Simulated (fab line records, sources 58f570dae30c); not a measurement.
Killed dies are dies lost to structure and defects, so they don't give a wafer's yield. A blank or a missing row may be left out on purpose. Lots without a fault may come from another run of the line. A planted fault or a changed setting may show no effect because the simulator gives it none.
Chamber matching | flow berkeley_cmos170 | UCB170_ACTIVE_ETCH_15 on rie_diel-03: 4 sister chambers
The step etches Si3N4 in CH3F/Ar/O2, stops on SiO2, target depth 242 nm, time 151 s. 8 wafers are shown with their chamber, then 7 later ones without.

WAFERS WITH THEIR CHAMBER
wafer  | chamber | drypump_motor_current_A (A) | throttle_valve_pct (%)
L707.1 | 0       | 5.4                         | 7.99
L710.1 | 2       | 5.4                         | 8.26
L710.6 | 1       | 5.3                         | 7.90
L714.2 | 3       | 6.9                         | 8.10
L714.3 | 1       | 5.3                         | 7.90
L714.6 | 0       | 5.3                         | 8.00
L716.1 | 2       | 5.4                         | 8.24
L716.3 | 3       | 6.8                         | 8.10

WAFERS WITHOUT THEIR CHAMBER
wafer  | drypump_motor_current_A (A) | throttle_valve_pct (%)
L716.6 | 5.4                         | 8.25
L724.1 | 5.4                         | 8.00
L724.4 | 5.4                         | 8.25
L724.6 | 5.4                         | 7.99
L725.4 | 5.3                         | 8.01
L725.5 | 5.4                         | 8.26
L725.6 | 5.3                         | 7.99

WHICH CHAMBER EACH WENT THROUGH
wafer  | from the rows above | in truth
L716.6 | 2                   | 2
L724.1 | 0                   | 0
L724.4 | 2                   | 2
L724.6 | 0                   | 0
L725.4 | 0                   | 0
L725.5 | 2                   | 2
L725.6 | 0                   | 0
Placed correctly: 7 of 7. Can't be placed from these rows: 0. Placed wrongly: 0.
How it was worked out, from the rows above alone: a wafer's distance from a chamber is the root of the sum, over the readings, of the square of ((its reading less the chamber's mean) divided by the reading's scatter). The wafer belongs to the nearest chamber; if the next one is less than 2 further off, it can't be placed. A chamber's mean is the mean of its shown wafers. The scatter: the root of (the sum of the squares of (reading less its chamber's mean) over the shown wafers, divided by (wafers less chambers)).
